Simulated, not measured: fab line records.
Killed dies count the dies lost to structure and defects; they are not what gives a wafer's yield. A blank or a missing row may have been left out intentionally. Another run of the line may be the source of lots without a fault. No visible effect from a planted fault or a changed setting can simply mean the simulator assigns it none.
fab line records / flow ritCmos
record: lots: 13 wafers: 39 lastDay: 7
route steps=202 shown PLDD@117
lots untouched by any fault: they come from a run of this same line in which no faults occurred
startH: start of the lot's first displayed wafer, in hours after the record's first day / waitH: hours from the lot's prior step to this one / " same as the row above / L1.1+2: a row that stands for several wafers / - no value, or no start was given / * or withheld: withheld / < > ~ a bound
route shown NAME@n: a module of which the file shows steps, and the number in the route of the first / usual: mean and standard deviation over wafers with no fault / same: alike in all rows / chamber/n: place in a boat / sites: the reading at each site / _std_site: the standard deviation of these / _edge_site: the outer-site mean with the inner-site mean subtracted / radiusMm: for every site, how far away it sits from the centre of the wafer / mask NAME#n: copy n / behind: the tool/chamber that last shaped the wafer / hold: reason for holding the lot/hours on hold/outcome of the hold / device: names the non-switching transistor (n, p or np) / end of line: the same wafers' tests at the end of the route / for a step that has no rows: nothing shown but its recipe / killed: not the wafer's yield, but the dies lost to structure and defects at the first sort / map: a wafer's dies, x killed, . not, _ none there
set.NAME: the run value of the setting; set.NAME@STEP: its run value at that earlier step / model.NAME: the simulator's own value behind a step, which no gauge read
the route's steps for a sample of lots (tables are steps, rows are wafers)
services: from which hour (startH, from the record's first day; less than 0 if before it) a tool's chamber was out of use, for how many hours, and why
== steps ==
step: RIT_PLDD_EXPOSE_03
recipe: maskId: M8 na: 0.57 targetCdNm: 40900 doseMj: 250
lot.wafer=L444.1+4+5 tool=ilineStepper-01 chamber=0 startH=43.15 waitH=0.2 mask=M8#0
lot.wafer=L446.2+4+5 tool=ilineStepper-01 chamber=0 startH=53.37 waitH=0.2 mask=M8#0
lot.wafer=L448.1+2+3 tool=ilineStepper-01 chamber=0 startH=63.50 waitH=0.2 mask=M8#0
lot.wafer=L449.1+3+5 tool=ilineStepper-01 chamber=0 startH=68.32 waitH=0.1 mask=M8#0
lot.wafer=L450.4+5+6 tool=ilineStepper-02 chamber=0 startH=72.18 waitH=0.2 mask=M8#0
lot.wafer=L451.1+2+5 tool=ilineStepper-02 chamber=0 startH=79.29 waitH=0.1 mask=M8#0
lot.wafer=L452.3+4+6 tool=ilineStepper-01 chamber=0 startH=88.16 waitH=0.2 mask=M8#0
lot.wafer=L453.1+3+5 tool=ilineStepper-01 chamber=0 startH=91.86 waitH=0.1 mask=M8#0
lot.wafer=L456.2+4+5 tool=ilineStepper-02 chamber=0 startH=105.60 waitH=0.1 mask=M8#0
lot.wafer=L458.2+3+5 tool=ilineStepper-02 chamber=0 startH=123.07 waitH=0.2 mask=M7#0
lot.wafer=L463.4+5+6 tool=ilineStepper-02 chamber=0 startH=140.15 waitH=0.2 mask=M8#0
lot.wafer=L466.4+5+6 tool=ilineStepper-01 chamber=0 startH=153.16 waitH=0.1 mask=M8#0
lot.wafer=L467.2+5+6 tool=ilineStepper-02 chamber=0 startH=157.42 waitH=0.2 mask=M8#0
step: RIT_PLDD_OVL_MEAS_06
usual: PLDD_OVL: 0.5/1.3
lot.wafer=L444.1 tool=overlay-01 chamber=- startH=43.55 waitH=- PLDD_OVL[nm]=1.2
lot.wafer=L444.4 tool=overlay-01 chamber=- startH=43.55 waitH=- PLDD_OVL[nm]=-0.2
lot.wafer=L444.5 tool=overlay-01 chamber=- startH=43.55 waitH=- PLDD_OVL[nm]=0.1
lot.wafer=L446.2 tool=overlay-01 chamber=- startH=53.76 waitH=- PLDD_OVL[nm]=2.2
lot.wafer=L446.4 tool=overlay-01 chamber=- startH=53.76 waitH=- PLDD_OVL[nm]=1.7
lot.wafer=L446.5 tool=overlay-01 chamber=- startH=53.76 waitH=- PLDD_OVL[nm]=0.9
lot.wafer=L448.1 tool=overlay-02 chamber=- startH=63.90 waitH=- PLDD_OVL[nm]=-0.7
lot.wafer=L448.2 tool=overlay-02 chamber=- startH=63.90 waitH=- PLDD_OVL[nm]=0.4
lot.wafer=L448.3 tool=overlay-02 chamber=- startH=63.90 waitH=- PLDD_OVL[nm]=-0.7
lot.wafer=L449.1 tool=overlay-02 chamber=- startH=68.72 waitH=- PLDD_OVL[nm]=-1.3
lot.wafer=L449.3 tool=overlay-02 chamber=- startH=68.72 waitH=- PLDD_OVL[nm]=-0.4
lot.wafer=L449.5 tool=overlay-02 chamber=- startH=68.72 waitH=- PLDD_OVL[nm]=-0.7
lot.wafer=L450.4 tool=overlay-02 chamber=- startH=72.54 waitH=- PLDD_OVL[nm]=-1.1
lot.wafer=L450.5 tool=overlay-02 chamber=- startH=72.54 waitH=- PLDD_OVL[nm]=-1.0
lot.wafer=L450.6 tool=overlay-02 chamber=- startH=72.54 waitH=- PLDD_OVL[nm]=-2.8
lot.wafer=L451.1 tool=overlay-02 chamber=- startH=79.69 waitH=- PLDD_OVL[nm]=1.6
lot.wafer=L451.2 tool=overlay-02 chamber=- startH=79.69 waitH=- PLDD_OVL[nm]=1.5
lot.wafer=L451.5 tool=overlay-02 chamber=- startH=79.69 waitH=- PLDD_OVL[nm]=0.6
lot.wafer=L452.3 tool=overlay-02 chamber=- startH=88.53 waitH=- PLDD_OVL[nm]=2.2
lot.wafer=L452.4 tool=overlay-02 chamber=- startH=88.53 waitH=- PLDD_OVL[nm]=2.0
lot.wafer=L452.6 tool=overlay-02 chamber=- startH=88.53 waitH=- PLDD_OVL[nm]=1.2
lot.wafer=L453.1 tool=overlay-02 chamber=- startH=92.26 waitH=- PLDD_OVL[nm]=0.0
lot.wafer=L453.3 tool=overlay-02 chamber=- startH=92.26 waitH=- PLDD_OVL[nm]=0.9
lot.wafer=L453.5 tool=overlay-02 chamber=- startH=92.26 waitH=- PLDD_OVL[nm]=0.0
lot.wafer=L456.2 tool=overlay-02 chamber=- startH=105.98 waitH=- PLDD_OVL[nm]=1.2
lot.wafer=L456.4 tool=overlay-02 chamber=- startH=105.98 waitH=- PLDD_OVL[nm]=2.2
lot.wafer=L456.5 tool=overlay-02 chamber=- startH=105.98 waitH=- PLDD_OVL[nm]=1.3
lot.wafer=L458.2 tool=overlay-01 chamber=- startH=123.46 waitH=- PLDD_OVL[nm]=-
lot.wafer=L458.3 tool=overlay-01 chamber=- startH=123.46 waitH=- PLDD_OVL[nm]=-
lot.wafer=L458.5 tool=overlay-01 chamber=- startH=123.46 waitH=- PLDD_OVL[nm]=-
lot.wafer=L463.4 tool=overlay-01 chamber=- startH=140.51 waitH=- PLDD_OVL[nm]=2.2
lot.wafer=L463.5 tool=overlay-01 chamber=- startH=140.51 waitH=- PLDD_OVL[nm]=1.0
lot.wafer=L463.6 tool=overlay-01 chamber=- startH=140.51 waitH=- PLDD_OVL[nm]=2.8
lot.wafer=L466.4 tool=overlay-02 chamber=- startH=153.52 waitH=- PLDD_OVL[nm]=-3.1
lot.wafer=L466.5 tool=overlay-02 chamber=- startH=153.52 waitH=- PLDD_OVL[nm]=-1.4
lot.wafer=L466.6 tool=overlay-02 chamber=- startH=153.52 waitH=- PLDD_OVL[nm]=-2.5
lot.wafer=L467.2 tool=overlay-02 chamber=- startH=157.81 waitH=- PLDD_OVL[nm]=-1.3
lot.wafer=L467.5 tool=overlay-02 chamber=- startH=157.81 waitH=- PLDD_OVL[nm]=0.2
lot.wafer=L467.6 tool=overlay-02 chamber=- startH=157.81 waitH=- PLDD_OVL[nm]=-0.1
step: RIT_PLDD_TW_MEAS_10
usual: PLDD_TW: 2361/18
lot.wafer=L444.1 tool=filmMetro-03 chamber=- startH=44.06 waitH=0.1 PLDD_TW=2362
lot.wafer=L444.4 tool=filmMetro-03 chamber=- startH=44.06 waitH=0.1 PLDD_TW=2371
lot.wafer=L444.5 tool=filmMetro-03 chamber=- startH=44.06 waitH=0.1 PLDD_TW=2364
lot.wafer=L446.2 tool=filmMetro-04 chamber=- startH=54.29 waitH=0.1 PLDD_TW=2383
lot.wafer=L446.4 tool=filmMetro-04 chamber=- startH=54.29 waitH=0.1 PLDD_TW=2374
lot.wafer=L446.5 tool=filmMetro-04 chamber=- startH=54.29 waitH=0.1 PLDD_TW=2382
lot.wafer=L448.1 tool=filmMetro-01 chamber=- startH=64.41 waitH=0.1 PLDD_TW=2329
lot.wafer=L448.2 tool=filmMetro-01 chamber=- startH=64.41 waitH=0.1 PLDD_TW=2346
lot.wafer=L448.3 tool=filmMetro-01 chamber=- startH=64.41 waitH=0.1 PLDD_TW=2345
lot.wafer=L449.1 tool=filmMetro-03 chamber=- startH=69.23 waitH=0.1 PLDD_TW=2339
lot.wafer=L449.3 tool=filmMetro-03 chamber=- startH=69.23 waitH=0.1 PLDD_TW=2352
lot.wafer=L449.5 tool=filmMetro-03 chamber=- startH=69.23 waitH=0.1 PLDD_TW=2335
lot.wafer=L450.4 tool=filmMetro-03 chamber=- startH=73.06 waitH=0.1 PLDD_TW=2354
lot.wafer=L450.5 tool=filmMetro-03 chamber=- startH=73.06 waitH=0.1 PLDD_TW=2367
lot.wafer=L450.6 tool=filmMetro-03 chamber=- startH=73.06 waitH=0.1 PLDD_TW=2349
lot.wafer=L451.1 tool=filmMetro-04 chamber=- startH=80.20 waitH=0.1 PLDD_TW=2387
lot.wafer=L451.2 tool=filmMetro-04 chamber=- startH=80.20 waitH=0.1 PLDD_TW=2383
lot.wafer=L451.5 tool=filmMetro-04 chamber=- startH=80.20 waitH=0.1 PLDD_TW=2387
lot.wafer=L452.3 tool=filmMetro-03 chamber=- startH=89.20 waitH=0.1 PLDD_TW=2352
lot.wafer=L452.4 tool=filmMetro-03 chamber=- startH=89.20 waitH=0.1 PLDD_TW=2341
lot.wafer=L452.6 tool=filmMetro-03 chamber=- startH=89.20 waitH=0.1 PLDD_TW=2350
lot.wafer=L453.1 tool=filmMetro-01 chamber=- startH=92.77 waitH=0.1 PLDD_TW=2350
lot.wafer=L453.3 tool=filmMetro-01 chamber=- startH=92.77 waitH=0.1 PLDD_TW=2354
lot.wafer=L453.5 tool=filmMetro-01 chamber=- startH=92.77 waitH=0.1 PLDD_TW=2351
lot.wafer=L456.2 tool=filmMetro-01 chamber=- startH=106.50 waitH=0.1 PLDD_TW=2372
lot.wafer=L456.4 tool=filmMetro-01 chamber=- startH=106.50 waitH=0.1 PLDD_TW=2355
lot.wafer=L456.5 tool=filmMetro-01 chamber=- startH=106.50 waitH=0.1 PLDD_TW=2363
lot.wafer=L458.2 tool=filmMetro-01 chamber=- startH=123.97 waitH=0.1 PLDD_TW=30
lot.wafer=L458.3 tool=filmMetro-01 chamber=- startH=123.97 waitH=0.1 PLDD_TW=30
lot.wafer=L458.5 tool=filmMetro-01 chamber=- startH=123.97 waitH=0.1 PLDD_TW=30
lot.wafer=L463.4 tool=filmMetro-04 chamber=- startH=141.04 waitH=0.1 PLDD_TW=2376
lot.wafer=L463.5 tool=filmMetro-04 chamber=- startH=141.04 waitH=0.1 PLDD_TW=2375
lot.wafer=L463.6 tool=filmMetro-04 chamber=- startH=141.04 waitH=0.1 PLDD_TW=2386
lot.wafer=L466.4 tool=filmMetro-04 chamber=- startH=154.05 waitH=0.1 PLDD_TW=2369
lot.wafer=L466.5 tool=filmMetro-04 chamber=- startH=154.05 waitH=0.1 PLDD_TW=2376
lot.wafer=L466.6 tool=filmMetro-04 chamber=- startH=154.05 waitH=0.1 PLDD_TW=2373
lot.wafer=L467.2 tool=filmMetro-04 chamber=- startH=158.32 waitH=0.1 PLDD_TW=2396
lot.wafer=L467.5 tool=filmMetro-04 chamber=- startH=158.32 waitH=0.1 PLDD_TW=2375
lot.wafer=L467.6 tool=filmMetro-04 chamber=- startH=158.32 waitH=0.1 PLDD_TW=2375
== services ==
tool=ilineStepper-02 chamber=- startH=36.43 hours=1.7 kind=pm
tool=ilineStepper-01 chamber=- startH=96.99 hours=1.7 kind=pm
== key ==
firstSign: step: RIT_PLDD_EXPOSE_03 reading: mask direction: changed
effect: step: RIT_PLDD_OVL_MEAS_06 reading: PLDD_OVL direction: missing
effect: step: RIT_PLDD_TW_MEAS_10 reading: PLDD_TW direction: down sigmas: 99+ usual: 2361 struck: 30
metAt RIT_PLDD_EXPOSE_03
struckLots L458
sortLeftOut L458.2,L458.3,L458.5
testerLeftOut L458
onsetBetween 105.60 123.07
fault: kind: wrongMask tool: any chamber: - onsetH: 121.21 steps: RIT_PLDD_EXPOSE_03 auxCopy: M7#0 scope: struckLotsOnly
testerLeftOut: of these lots the tester's yield and bins aren't shown, on N5 and GAA mostly nor the transistor test; their killed dies are dies lost to structure and defects alone, not to doping, threshold or leakage, so they don't give the yield
sortLeftOut: the simulated sort isn't trusted on such a fault, so these wafers' sort isn't shown, and their yield isn't known
